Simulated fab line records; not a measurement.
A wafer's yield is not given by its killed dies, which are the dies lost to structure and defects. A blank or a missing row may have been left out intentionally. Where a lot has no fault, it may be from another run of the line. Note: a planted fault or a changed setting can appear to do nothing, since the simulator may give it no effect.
fab line records	flow rit_cmos
record: lots: 5	wafers: 15	last_day: 7
route steps=202 shown NLDD@103 PLDD@114 SPACER@125 NSD@131 PSD@142
lots that met no fault: from a run of the same line without faults
start_h: start of the lot's first displayed wafer, in hours after the record's first day	wait_h: hours elapsed since this lot's preceding step	" the same as in the row above	L1.1+2: one row covering several wafers at once	- value missing, or start not given	* or withheld: withheld	< > ~ a bound
route shown NAME@n: names a module that has steps shown in the file, with the first one's number in the route	usual: mean/standard deviation taken from wafers without a fault	same: alike in all rows	chamber/n: place in a boat	sites: readings site by site	_std_site: standard deviation across them	_edge_site: the outer-site mean with the inner-site mean subtracted	radius_mm: how far each site lies from the wafer's centre	mask NAME#n: copy n	behind: the tool/chamber that last shaped the wafer	hold: cause of the lot's hold/its duration in hours/its outcome	device: transistor that didn't switch, given as n, p or np	end of line: the same wafers' tests at the end of the route	a step with no rows: only its recipe	killed: the dies lost at the first sort to structure and to defects; this is not the yield of the wafer	map: shows each die of a wafer: x if killed, . if not, _ if none is there
set.NAME: the setting that was run; set.NAME@STEP: the one run at that earlier step	model.NAME: the simulator's own value behind a step, which no gauge read
lots seen at some steps along the route; tables by step, rows by wafer
services: the hour from which a tool's chamber was out of use, counted from the record's first day as start_h (under 0 if before that day), plus the number of hours and why
== steps ==
step: RIT_NLDD_HMDS_00
recipe: prime_time_s: 60	prime_temp_c: 140
lot.wafer	tool	chamber	start_h	wait_h
L075.2+4+5	litho_track-04	0	67.45	0.3
L084.1+4+6	litho_track-04	0	97.53	0.4
L086.1+3+4	litho_track-01	0	106.71	0.1
L091.2+5+6	litho_track-01	0	134.04	0.1
L093.1+3+6	litho_track-01	0	142.67	0.1
step: RIT_NLDD_COAT_01
recipe: resist: NOVOLAK	spin_rpm: 3250	resist_thk_nm: 1000
lot.wafer	tool	chamber	start_h	wait_h
L075.2+4+5	litho_track-04	0	67.60	0.1
L084.1+4+6	litho_track-04	0	97.68	0.1
L086.1+3+4	litho_track-01	0	106.86	0.1
L091.2+5+6	litho_track-01	0	134.19	0.1
L093.1+3+6	litho_track-01	0	142.82	0.1
step: RIT_NLDD_SOFTBAKE_02
recipe: resist: NOVOLAK	temp_c: 90	time_s: 60
lot.wafer	tool	chamber	start_h	wait_h
L075.2+4+5	litho_track-04	0	67.75	0.1
L084.1+4+6	litho_track-04	0	97.83	0.1
L086.1+3+4	litho_track-01	0	107.01	0.1
L091.2+5+6	litho_track-01	0	134.34	0.1
L093.1+3+6	litho_track-01	0	142.97	0.1
step: RIT_NLDD_EXPOSE_03
recipe: mask_id: M7	na: 0.57	target_cd_nm: 40700	dose_mj: 250
lot.wafer	tool	chamber	start_h	wait_h	mask
L075.2+4+5	iline_stepper-01	0	68.02	0.2	M7#0
L084.1+4+6	iline_stepper-02	0	98.11	0.2	M7#0
L086.1+3+4	iline_stepper-01	0	107.16	0.1	M7#0
L091.2+5+6	iline_stepper-02	0	134.48	0.1	M7#0
L093.1+3+6	iline_stepper-01	0	143.31	0.3	M7#0
step: RIT_NLDD_PEB_04
recipe: resist: NOVOLAK	temp_c: withheld	time_s: withheld
lot.wafer	tool	chamber	start_h	wait_h
L075.2+4+5	litho_track-04	0	68.22	0.2
L084.1+4+6	litho_track-04	0	98.23	0.1
L086.1+3+4	litho_track-04	0	107.27	0.1
L091.2+5+6	litho_track-01	0	134.60	0.1
L093.1+3+6	litho_track-03	0	143.51	0.2
step: RIT_NLDD_DEVELOP_05
recipe: resist: NOVOLAK	develop_time_s: 50	dev_temp_c: 23
lot.wafer	tool	chamber	start_h	wait_h
L075.2+4+5	litho_track-04	0	-	-
L084.1+4+6	litho_track-04	0	-	-
L086.1+3+4	litho_track-04	0	-	-
L091.2+5+6	litho_track-01	0	-	-
L093.1+3+6	litho_track-03	0	-	-
step: RIT_NLDD_OVL_MEAS_06
usual: NLDD_OVL: -0.2/1.2
lot.wafer	tool	chamber	start_h	wait_h	NLDD_OVL[nm]
L075.2	overlay-01	-	68.48	-	-0.4
L075.4	"	-	"	"	0.3
L075.5	"	-	"	"	-0.4
L084.1	overlay-02	-	98.51	-	0.0
L084.4	"	-	"	"	1.5
L084.6	"	-	"	"	2.4
L086.1	overlay-01	-	107.56	-	-1.6
L086.3	"	-	"	"	-0.3
L086.4	"	-	"	"	-0.1
L091.2	overlay-02	-	134.87	-	0.9
L091.5	"	-	"	"	-0.7
L091.6	"	-	"	"	0.0
L093.1	overlay-02	-	143.80	-	-0.5
L093.3	"	-	"	"	-1.7
L093.6	"	-	"	"	0.5
step: RIT_NLDD_HARDBAKE_07
recipe: resist: NOVOLAK	temp_c: 140	time_s: 60
lot.wafer	tool	chamber	start_h	wait_h
L075.2+4+5	litho_track-01	0	68.58	0.1
L084.1+4+6	litho_track-03	0	98.55	0.0
L086.1+3+4	litho_track-04	0	107.59	0.0
L091.2+5+6	litho_track-03	0	134.92	0.0
L093.1+3+6	litho_track-04	0	143.90	0.1
step: RIT_NLDD_IMPLANT_08
recipe: species: P	energy_kev: 20	dose_cm2: 5e+14	tilt_deg: 7
same: implant_ion_amu: 31
lot.wafer	tool	chamber	start_h	wait_h
L075.2+4+5	implanter-02	0	68.73	0.1
L084.1+4+6	implanter-01	0	98.70	0.1
L086.1+3+4	implanter-04	0	107.74	0.1
L091.2+5+6	implanter-02	0	135.07	0.1
L093.1+3+6	implanter-04	0	144.05	0.1
step: RIT_NLDD_STRIP_09
recipe: chemistry: O2	time_s: 180	resist: NOVOLAK	platen_temp_c: withheld	power_w: 500	pressure_mtorr: 4000	o2_flow_sccm: 4000
usual: drypump_motor_current_A: 5.68/0.21	rf_refl_power_W: 6.5/1.8
lot.wafer	tool	chamber	start_h	wait_h	drypump_motor_current_A	rf_hours_counter_h	rf_refl_power_W
L075.2	plasma_asher-02	1	68.85	0.1	5.36	43	6.6
L075.4	"	1	"	"	5.36	-	6.8
L075.5	"	1	"	"	5.37	-	6.7
L084.1	plasma_asher-02	1	98.85	0.1	5.34	48	6.7
L084.4	"	1	"	"	5.36	-	6.9
L084.6	"	1	"	"	5.35	-	6.8
L086.1	plasma_asher-03	0	107.89	0.1	5.87	45	10.3
L086.3	"	0	"	"	5.86	-	10.1
L086.4	"	1	"	"	5.44	-	5.4
L091.2	plasma_asher-03	0	135.20	0.1	5.89	49	9.9
L091.5	"	0	"	"	5.90	-	10.0
L091.6	"	1	"	"	5.46	-	5.4
L093.1	plasma_asher-01	1	144.20	0.1	5.80	2	6.6
L093.3	"	0	"	"	5.88	-	5.4
L093.6	"	0	"	"	5.88	-	5.7
step: RIT_NLDD_TW_MEAS_10
usual: NLDD_TW: 2484/11
lot.wafer	tool	chamber	start_h	wait_h	NLDD_TW
L075.2	film_metro-03	-	69.04	0.1	2502
L075.4	"	-	"	"	2502
L075.5	"	-	"	"	2505
L084.1	film_metro-02	-	99.02	0.1	2487
L084.4	"	-	"	"	2488
L084.6	"	-	"	"	2493
L086.1	film_metro-02	-	108.07	0.1	2490
L086.3	"	-	"	"	2488
L086.4	"	-	"	"	2490
L091.2	film_metro-03	-	135.38	0.1	2489
L091.5	"	-	"	"	2481
L091.6	"	-	"	"	2477
L093.1	film_metro-03	-	144.38	0.1	2503
L093.3	"	-	"	"	2487
L093.6	"	-	"	"	2483
step: RIT_PLDD_HMDS_00
recipe: prime_time_s: 60	prime_temp_c: 140
lot.wafer	tool	chamber	start_h	wait_h
L075.2+4+5	litho_track-04	0	69.11	0.1
L084.1+4+6	litho_track-04	0	99.08	0.1
L086.1+3+4	litho_track-02	0	108.13	0.1
L091.2+5+6	litho_track-02	0	135.46	0.1
L093.1+3+6	litho_track-04	0	144.44	0.1
step: RIT_PLDD_COAT_01
recipe: resist: NOVOLAK	spin_rpm: 3250	resist_thk_nm: 1000
lot.wafer	tool	chamber	start_h	wait_h
L075.2+4+5	litho_track-04	0	69.26	0.1
L084.1+4+6	litho_track-04	0	99.23	0.1
L086.1+3+4	litho_track-02	0	108.28	0.1
L091.2+5+6	litho_track-02	0	135.61	0.1
L093.1+3+6	litho_track-04	0	144.59	0.1
step: RIT_PLDD_SOFTBAKE_02
recipe: resist: NOVOLAK	temp_c: 90	time_s: 60
lot.wafer	tool	chamber	start_h	wait_h
L075.2+4+5	litho_track-04	0	69.41	0.1
L084.1+4+6	litho_track-04	0	99.38	0.1
L086.1+3+4	litho_track-02	0	108.43	0.1
L091.2+5+6	litho_track-02	0	135.76	0.1
L093.1+3+6	litho_track-04	0	144.74	0.1
step: RIT_PLDD_EXPOSE_03
recipe: mask_id: M8	na: 0.57	target_cd_nm: 40900	dose_mj: 250
lot.wafer	tool	chamber	start_h	wait_h	mask
L075.2+4+5	iline_stepper-01	0	69.68	0.2	M8#0
L084.1+4+6	iline_stepper-02	0	99.66	0.2	M8#0
L086.1+3+4	iline_stepper-01	0	108.58	0.1	M8#0
L091.2+5+6	iline_stepper-02	0	135.90	0.1	M8#0
L093.1+3+6	iline_stepper-02	0	145.01	0.2	M8#0
step: RIT_PLDD_PEB_04
recipe: resist: NOVOLAK	temp_c: withheld	time_s: withheld
lot.wafer	tool	chamber	start_h	wait_h
L075.2+4+5	litho_track-04	0	70.01	0.3
L084.1+4+6	litho_track-02	0	99.81	0.1
L086.1+3+4	litho_track-02	0	108.69	0.1
L091.2+5+6	litho_track-03	0	136.03	0.1
L093.1+3+6	litho_track-02	0	145.13	0.1
step: RIT_PLDD_DEVELOP_05
recipe: resist: NOVOLAK	develop_time_s: 50	dev_temp_c: 23
lot.wafer	tool	chamber	start_h	wait_h
L075.2+4+5	litho_track-04	0	-	-
L084.1+4+6	litho_track-02	0	-	-
L086.1+3+4	litho_track-02	0	-	-
L091.2+5+6	litho_track-03	0	-	-
L093.1+3+6	litho_track-02	0	-	-
step: RIT_PLDD_OVL_MEAS_06
usual: PLDD_OVL: 0.0/1.4
lot.wafer	tool	chamber	start_h	wait_h	PLDD_OVL[nm]
L075.2	overlay-02	-	70.28	-	0.3
L075.4	"	-	"	"	-2.0
L075.5	"	-	"	"	-0.9
L084.1	overlay-01	-	100.10	-	0.2
L084.4	"	-	"	"	0.4
L084.6	"	-	"	"	0.4
L086.1	overlay-01	-	108.98	-	1.7
L086.3	"	-	"	"	0.6
L086.4	"	-	"	"	0.0
L091.2	overlay-02	-	136.29	-	-0.5
L091.5	"	-	"	"	1.2
L091.6	"	-	"	"	0.1
L093.1	overlay-02	-	145.41	-	-2.6
L093.3	"	-	"	"	-2.5
L093.6	"	-	"	"	-3.3
step: RIT_PLDD_HARDBAKE_07
recipe: resist: NOVOLAK	temp_c: 140	time_s: 60
lot.wafer	tool	chamber	start_h	wait_h
L075.2+4+5	litho_track-04	0	70.45	0.2
L084.1+4+6	litho_track-03	0	100.13	0.0
L086.1+3+4	litho_track-04	0	109.01	0.0
L091.2+5+6	litho_track-02	0	136.34	0.0
L093.1+3+6	litho_track-02	0	145.45	0.0
step: RIT_PLDD_IMPLANT_08
recipe: species: BF2	energy_kev: 20	dose_cm2: 9e+14	tilt_deg: 7
same: implant_ion_amu: 49
lot.wafer	tool	chamber	start_h	wait_h
L075.2+4+5	implanter-04	0	70.60	0.1
L084.1+4+6	implanter-04	0	100.28	0.1
L086.1+3+4	implanter-04	0	109.16	0.1
L091.2+5+6	implanter-01	0	136.49	0.1
L093.1+3+6	implanter-04	0	145.60	0.1
step: RIT_PLDD_STRIP_09
recipe: chemistry: O2	time_s: 180	resist: NOVOLAK	platen_temp_c: withheld	power_w: 500	pressure_mtorr: 4000	o2_flow_sccm: 4000
usual: drypump_motor_current_A: 6.0/0.47	rf_refl_power_W: 6.2/0.97
lot.wafer	tool	chamber	start_h	wait_h	drypump_motor_current_A	rf_hours_counter_h	rf_refl_power_W
L075.2	plasma_asher-01	1	70.72	0.1	5.8	41	6.5
L075.4	"	1	"	"	5.8	-	6.1
L075.5	"	1	"	"	5.8	-	6.2
L084.1	plasma_asher-02	0	100.43	0.1	5.8	48	4.4
L084.4	"	1	"	"	5.4	-	6.5
L084.6	"	1	"	"	5.4	-	6.6
L086.1	plasma_asher-02	1	109.31	0.1	5.4	49	6.5
L086.3	"	1	"	"	5.4	-	6.8
L086.4	"	0	"	"	5.8	-	4.5
L091.2	plasma_asher-04	1	136.62	0.1	6.7	37	7.3
L091.5	"	1	"	"	6.7	-	7.6
L091.6	"	0	"	"	6.3	-	6.4
L093.1	plasma_asher-04	1	145.75	0.1	6.7	38	7.2
L093.3	"	0	"	"	6.4	-	6.5
L093.6	"	1	"	"	6.7	-	7.3
step: RIT_PLDD_TW_MEAS_10
usual: PLDD_TW: 2339/11
lot.wafer	tool	chamber	start_h	wait_h	PLDD_TW
L075.2	film_metro-02	-	70.91	0.1	2350
L075.4	"	-	"	"	2342
L075.5	"	-	"	"	2353
L084.1	film_metro-03	-	100.61	0.1	2339
L084.4	"	-	"	"	2351
L084.6	"	-	"	"	2355
L086.1	film_metro-03	-	109.49	0.1	2350
L086.3	"	-	"	"	2341
L086.4	"	-	"	"	2343
L091.2	film_metro-04	-	136.80	0.1	2333
L091.5	"	-	"	"	2342
L091.6	"	-	"	"	2349
L093.1	film_metro-03	-	145.93	0.1	2338
L093.3	"	-	"	"	2347
L093.6	"	-	"	"	2347
step: RIT_SPACER_CLEAN_00
recipe: chemistry: SC1	mix: 3:3:50	time_s: 600	temp_c: 75
usual: bath_heat_duty_pct: 15.4/1.3
lot.wafer	tool	chamber	start_h	wait_h	bath_heat_duty_pct
L075.2	wet_bench-03	3	70.96	0.0	15.0
L075.4	"	3	"	"	14.7
L075.5	"	3	"	"	15.5
L084.1	wet_bench-02	2	100.67	0.1	14.3
L084.4	"	2	"	"	13.7
L084.6	"	2	"	"	13.5
L086.1	wet_bench-04	0	109.55	0.1	16.5
L086.3	"	0	"	"	14.5
L086.4	"	0	"	"	15.3
L091.2	wet_bench-02	2	136.85	0.0	14.3
L091.5	"	2	"	"	13.7
L091.6	"	2	"	"	14.0
L093.1	wet_bench-03	2	145.99	0.1	15.3
L093.3	"	2	"	"	15.0
L093.6	"	2	"	"	16.1
step: RIT_SPACER_CLEAN_01
recipe: chemistry: dHF	dilution: 50:1	time_s: 30
lot.wafer	tool	chamber	start_h	wait_h
L075.2+4+5	wet_bench-04	3	71.13	0.0
L084.1+4+6	wet_bench-03	2	100.84	0.0
L086.1+3+4	wet_bench-03	2	109.74	0.0
L091.2+5+6	wet_bench-04	1	137.03	0.0
L093.1+3+6	wet_bench-04	1	146.16	0.0
step: RIT_SPACER_CLEAN_02
recipe: chemistry: SC2	mix: 3:3:50	time_s: 600	temp_c: 75	dry: n2_spin
usual: bath_heat_duty_pct: 15.4/1.3
lot.wafer	tool	chamber	start_h	wait_h	bath_heat_duty_pct
L075.2	wet_bench-04	3	71.15	0.0	15.4
L075.4	"	3	"	"	15.9
L075.5	"	3	"	"	18.4
L084.1	wet_bench-02	2	100.86	0.0	12.7
L084.4	"	2	"	"	12.9
L084.6	"	2	"	"	13.8
L086.1	wet_bench-02	1	109.76	0.0	15.3
L086.3	"	1	"	"	15.7
L086.4	"	1	"	"	15.1
L091.2	wet_bench-03	2	137.05	0.0	17.1
L091.5	"	2	"	"	15.6
L091.6	"	2	"	"	16.3
L093.1	wet_bench-03	3	146.18	0.0	14.8
L093.3	"	3	"	"	14.8
L093.6	"	3	"	"	15.7
step: RIT_SPACER_CVD_03
recipe: material: Si3N4	target_thk_nm: 250	temp_c: 810	precursor: SiH2Cl2/NH3	time_s: 3300	pressure_mtorr: 300	sih2cl2_flow_sccm: 60	nh3_flow_sccm: 150
usual: pressure_mtorr: 299.8/0.6
lot.wafer	tool	chamber	start_h	wait_h	pressure_mtorr
L075.2	lpcvd-02	0	71.32	0.0	300.5
L075.4	"	0	"	"	300.2
L075.5	"	0	"	"	300.4
L084.1	lpcvd-02	0	101.04	0.0	299.6
L084.4	"	0	"	"	301.3
L084.6	"	0	"	"	298.5
L086.1	lpcvd-01	1	109.93	0.0	299.4
L086.3	"	1	"	"	299.0
L086.4	"	1	"	"	299.5
L091.2	lpcvd-02	0	137.24	0.0	299.6
L091.5	"	0	"	"	299.9
L091.6	"	0	"	"	300.7
L093.1	lpcvd-01	0	146.35	0.0	300.4
L093.3	"	0	"	"	299.5
L093.6	"	0	"	"	299.8
step: RIT_SPACER_THK_MEAS_04
recipe: reads: Si3N4_of_SPACER_CVD_03
usual: SPACER_NITRIDE_THK: 250.5/2.4
lot.wafer	tool	chamber	start_h	wait_h	SPACER_NITRIDE_THK[nm]
L075.2	film_metro-02	-	73.25	0.0	248.1
L075.4	"	-	"	"	250.0
L075.5	"	-	"	"	247.9
L084.1	film_metro-01	-	102.95	0.0	247.8
L084.4	"	-	"	"	247.6
L084.6	"	-	"	"	246.0
L086.1	film_metro-01	-	111.85	0.0	249.0
L086.3	"	-	"	"	246.3
L086.4	"	-	"	"	249.6
L091.2	film_metro-02	-	139.16	0.0	250.5
L091.5	"	-	"	"	251.9
L091.6	"	-	"	"	251.0
L093.1	film_metro-02	-	148.27	0.0	248.1
L093.3	"	-	"	"	250.0
L093.6	"	-	"	"	249.4
step: RIT_SPACER_ETCHBACK_05
recipe: target_depth_a: 2500	SF6_flow_sccm: 30	CHF3_flow_sccm: 30	target: Si3N4	chemistry: SF6/CHF3	pressure_mtorr: 40	rf_w: 250	time_s: 240	stop_on: SiO2
usual: drypump_motor_current_A: 6.0/0.44	oes_product_au: 0.845/0.012	throttle_valve_pct: 10.28/0.15
lot.wafer	tool	chamber	start_h	wait_h	drypump_motor_current_A	oes_product_au	rf_hours_counter_h	throttle_valve_pct
L075.2	rie_diel-01	1	73.30	0.0	6.1	0.828	61	9.97
L075.4	"	2	"	"	5.8	0.838	31	10.31
L075.5	"	0	"	"	5.8	0.836	-	10.35
L084.1	rie_diel-03	3	103.01	0.1	5.8	0.852	140	10.09
L084.4	"	0	"	"	5.8	0.826	69	10.33
L084.6	"	1	"	"	6.4	0.838	-	10.48
L086.1	rie_diel-01	3	111.91	0.1	6.6	0.833	143	10.22
L086.3	"	2	"	"	5.7	0.827	32	10.29
L086.4	"	1	"	"	6.1	0.836	62	9.98
L091.2	rie_diel-01	0	139.21	0.0	5.8	0.845	141	10.37
L091.5	"	2	"	"	5.7	0.836	-	10.29
L091.6	"	1	"	"	6.1	0.838	-	9.98
L093.1	rie_diel-03	2	148.33	0.1	5.6	0.851	120	10.55
L093.3	"	3	"	"	5.8	0.863	141	10.11
L093.6	"	0	"	"	5.7	0.832	-	10.33
step: RIT_NSD_HMDS_00
recipe: prime_time_s: 60	prime_temp_c: 140
lot.wafer	tool	chamber	start_h	wait_h
L075.2+4+5	litho_track-02	0	73.47	0.1
L084.1+4+6	litho_track-01	0	103.16	0.1
L086.1+3+4	litho_track-02	0	112.06	0.1
L091.2+5+6	litho_track-02	0	139.39	0.1
L093.1+3+6	litho_track-01	0	148.48	0.1
step: RIT_NSD_COAT_01
recipe: resist: NOVOLAK	spin_rpm: 3250	resist_thk_nm: 1000
lot.wafer	tool	chamber	start_h	wait_h
L075.2+4+5	litho_track-02	0	73.62	0.1
L084.1+4+6	litho_track-01	0	103.31	0.1
L086.1+3+4	litho_track-02	0	112.21	0.1
L091.2+5+6	litho_track-02	0	139.54	0.1
L093.1+3+6	litho_track-01	0	148.63	0.1
step: RIT_NSD_SOFTBAKE_02
recipe: resist: NOVOLAK	temp_c: 90	time_s: 60
lot.wafer	tool	chamber	start_h	wait_h
L075.2+4+5	litho_track-02	0	73.77	0.1
L084.1+4+6	litho_track-01	0	103.46	0.1
L086.1+3+4	litho_track-02	0	112.36	0.1
L091.2+5+6	litho_track-02	0	139.69	0.1
L093.1+3+6	litho_track-01	0	148.78	0.1
step: RIT_NSD_EXPOSE_03
recipe: mask_id: M9	na: 0.57	target_cd_nm: 40700	dose_mj: 250
lot.wafer	tool	chamber	start_h	wait_h	mask
L075.2+4+5	iline_stepper-01	0	73.92	0.1	M9#0
L084.1+4+6	iline_stepper-02	0	103.74	0.2	M9#0
L086.1+3+4	iline_stepper-02	0	112.63	0.2	M9#0
L091.2+5+6	iline_stepper-01	0	139.83	0.1	M9#0
L093.1+3+6	iline_stepper-01	0	148.93	0.1	M9#0
step: RIT_NSD_PEB_04
recipe: resist: NOVOLAK	temp_c: withheld	time_s: withheld
lot.wafer	tool	chamber	start_h	wait_h
L075.2+4+5	litho_track-01	0	74.04	0.1
L084.1+4+6	litho_track-01	0	103.87	0.1
L086.1+3+4	litho_track-03	0	112.80	0.2
L091.2+5+6	litho_track-01	0	139.96	0.1
L093.1+3+6	litho_track-01	0	149.08	0.1
step: RIT_NSD_DEVELOP_05
recipe: resist: NOVOLAK	develop_time_s: 50	dev_temp_c: 23
lot.wafer	tool	chamber	start_h	wait_h
L075.2+4+5	litho_track-01	0	-	-
L084.1+4+6	litho_track-01	0	-	-
L086.1+3+4	litho_track-03	0	-	-
L091.2+5+6	litho_track-01	0	-	-
L093.1+3+6	litho_track-01	0	-	-
step: RIT_NSD_OVL_MEAS_06
usual: NSD_OVL: 0.0/1.4
lot.wafer	tool	chamber	start_h	wait_h	NSD_OVL[nm]
L075.2	overlay-01	-	74.31	-	0.4
L075.4	"	-	"	"	-0.4
L075.5	"	-	"	"	-1.1
L084.1	overlay-01	-	104.15	-	-0.2
L084.4	"	-	"	"	-1.6
L084.6	"	-	"	"	-2.6
L086.1	overlay-02	-	113.09	-	-1.3
L086.3	"	-	"	"	1.2
L086.4	"	-	"	"	-0.8
L091.2	overlay-02	-	140.22	-	-0.8
L091.5	"	-	"	"	-0.5
L091.6	"	-	"	"	0.8
L093.1	overlay-02	-	149.36	-	-2.8
L093.3	"	-	"	"	-2.6
L093.6	"	-	"	"	0.2
step: RIT_NSD_HARDBAKE_07
recipe: resist: NOVOLAK	temp_c: 140	time_s: 60
lot.wafer	tool	chamber	start_h	wait_h
L075.2+4+5	litho_track-01	0	74.36	0.0
L084.1+4+6	litho_track-01	0	104.18	0.0
L086.1+3+4	litho_track-03	0	113.12	0.0
L091.2+5+6	litho_track-03	0	140.27	0.0
L093.1+3+6	litho_track-02	0	149.40	0.0
step: RIT_NSD_IMPLANT_08
recipe: species: P	energy_kev: 25	dose_cm2: 1e+15	tilt_deg: 7
same: implant_ion_amu: 31
lot.wafer	tool	chamber	start_h	wait_h
L075.2+4+5	implanter-03	0	74.51	0.1
L084.1+4+6	implanter-02	0	104.33	0.1
L086.1+3+4	implanter-04	0	113.27	0.1
L091.2+5+6	implanter-02	0	140.42	0.1
L093.1+3+6	implanter-03	0	149.55	0.1
step: RIT_NSD_STRIP_09
recipe: chemistry: O2	time_s: 180	resist: NOVOLAK	platen_temp_c: withheld	power_w: 500	pressure_mtorr: 4000	o2_flow_sccm: 4000
usual: drypump_motor_current_A: 5.9/0.47	rf_refl_power_W: 6.8/1.7
lot.wafer	tool	chamber	start_h	wait_h	drypump_motor_current_A	rf_hours_counter_h	rf_refl_power_W
L075.2	plasma_asher-04	0	74.64	0.1	6.3	29	6.7
L075.4	"	1	"	"	6.7	-	7.2
L075.5	"	1	"	"	6.7	-	7.3
L084.1	plasma_asher-02	0	104.48	0.1	5.8	49	4.5
L084.4	"	0	"	"	5.8	-	4.7
L084.6	"	0	"	"	5.8	-	4.3
L086.1	plasma_asher-04	0	113.42	0.1	6.3	35	6.6
L086.3	"	1	"	"	6.7	-	7.7
L086.4	"	0	"	"	6.4	-	6.4
L091.2	plasma_asher-04	1	140.55	0.1	6.7	38	7.2
L091.5	"	0	"	"	6.4	-	6.5
L091.6	"	1	"	"	6.7	-	7.0
L093.1	plasma_asher-04	1	149.70	0.1	6.7	39	7.4
L093.3	"	0	"	"	6.4	-	6.6
L093.6	"	0	"	"	6.3	-	6.5
step: RIT_NSD_TW_MEAS_10
usual: NSD_TW: 3112/12
lot.wafer	tool	chamber	start_h	wait_h	NSD_TW
L075.2	film_metro-02	-	74.82	0.1	3112
L075.4	"	-	"	"	3113
L075.5	"	-	"	"	3093
L084.1	film_metro-04	-	104.66	0.1	3109
L084.4	"	-	"	"	3101
L084.6	"	-	"	"	3107
L086.1	film_metro-03	-	113.60	0.1	3119
L086.3	"	-	"	"	3128
L086.4	"	-	"	"	3138
L091.2	film_metro-04	-	140.73	0.1	3117
L091.5	"	-	"	"	3098
L091.6	"	-	"	"	3116
L093.1	film_metro-03	-	149.87	0.1	3107
L093.3	"	-	"	"	3140
L093.6	"	-	"	"	3112
step: RIT_PSD_HMDS_00
recipe: prime_time_s: 60	prime_temp_c: 140
lot.wafer	tool	chamber	start_h	wait_h
L075.2+4+5	litho_track-01	0	74.90	0.1
L084.1+4+6	litho_track-02	0	104.72	0.1
L086.1+3+4	litho_track-04	0	113.66	0.1
L091.2+5+6	litho_track-02	0	140.81	0.1
L093.1+3+6	litho_track-01	0	149.93	0.1
step: RIT_PSD_COAT_01
recipe: resist: NOVOLAK	spin_rpm: 3250	resist_thk_nm: 1000
lot.wafer	tool	chamber	start_h	wait_h
L075.2+4+5	litho_track-01	0	75.05	0.1
L084.1+4+6	litho_track-02	0	104.87	0.1
L086.1+3+4	litho_track-04	0	113.81	0.1
L091.2+5+6	litho_track-02	0	140.96	0.1
L093.1+3+6	litho_track-01	0	150.08	0.1
step: RIT_PSD_SOFTBAKE_02
recipe: resist: NOVOLAK	temp_c: 90	time_s: 60
lot.wafer	tool	chamber	start_h	wait_h
L075.2+4+5	litho_track-01	0	75.20	0.1
L084.1+4+6	litho_track-02	0	105.02	0.1
L086.1+3+4	litho_track-04	0	113.96	0.1
L091.2+5+6	litho_track-02	0	141.11	0.1
L093.1+3+6	litho_track-01	0	150.23	0.1
step: RIT_PSD_EXPOSE_03
recipe: mask_id: M10	na: 0.57	target_cd_nm: 40900	dose_mj: 250
lot.wafer	tool	chamber	start_h	wait_h	mask
L075.2+4+5	iline_stepper-02	0	75.47	0.2	M10#0
L084.1+4+6	iline_stepper-02	0	105.29	0.2	M10#0
L086.1+3+4	iline_stepper-01	0	114.11	0.1	M10#0
L091.2+5+6	iline_stepper-02	0	141.38	0.2	M10#0
L093.1+3+6	iline_stepper-02	0	150.51	0.2	M10#0
step: RIT_PSD_PEB_04
recipe: resist: NOVOLAK	temp_c: withheld	time_s: withheld
lot.wafer	tool	chamber	start_h	wait_h
L075.2+4+5	litho_track-04	0	75.59	0.1
L084.1+4+6	litho_track-01	0	105.41	0.1
L086.1+3+4	litho_track-01	0	114.22	0.1
L091.2+5+6	litho_track-01	0	141.50	0.1
L093.1+3+6	litho_track-01	0	150.72	0.2
step: RIT_PSD_DEVELOP_05
recipe: resist: NOVOLAK	develop_time_s: 50	dev_temp_c: 23
lot.wafer	tool	chamber	start_h	wait_h
L075.2+4+5	litho_track-04	0	-	-
L084.1+4+6	litho_track-01	0	-	-
L086.1+3+4	litho_track-01	0	-	-
L091.2+5+6	litho_track-01	0	-	-
L093.1+3+6	litho_track-01	0	-	-
step: RIT_PSD_OVL_MEAS_06
usual: PSD_OVL: -0.1/1.5
lot.wafer	tool	chamber	start_h	wait_h	PSD_OVL[nm]
L075.2	overlay-02	-	75.85	-	-0.7
L075.4	"	-	"	"	0.6
L075.5	"	-	"	"	-0.1
L084.1	overlay-01	-	105.69	-	0.1
L084.4	"	-	"	"	-0.7
L084.6	"	-	"	"	-0.5
L086.1	overlay-02	-	114.51	-	1.8
L086.3	"	-	"	"	1.1
L086.4	"	-	"	"	0.7
L091.2	overlay-01	-	141.77	-	-0.1
L091.5	"	-	"	"	-0.2
L091.6	"	-	"	"	-2.5
L093.1	overlay-02	-	151.00	-	-0.7
L093.3	"	-	"	"	-1.7
L093.6	"	-	"	"	-0.9
== services ==
tool	chamber	start_h	hours	kind
iline_stepper-01	0	48.95	-	calibration
implanter-02	-	79.65	3.0	pm
plasma_asher-01	-	83.33	28.1	pm
implanter-01	-	89.92	3.4	repair
implanter-03	-	90.35	1.7	repair
rie_diel-03	1	105.21	8.5	repair
iline_stepper-02	0	111.26	-	calibration
plasma_asher-01	-	111.44	9.0	pm
plasma_asher-01	0	111.44	9.0	vent_cycle
plasma_asher-01	1	111.44	9.0	vent_cycle
plasma_asher-01	-	113.25	4.2	repair
iline_stepper-01	-	115.01	3.7	repair
plasma_asher-01	0	120.44	-	clean
plasma_asher-01	1	120.44	-	clean
implanter-01	-	137.13	1.4	repair
lpcvd-02	-	140.33	0.6	repair
wet_bench-02	-	145.55	2.2	repair
== key ==
fault none
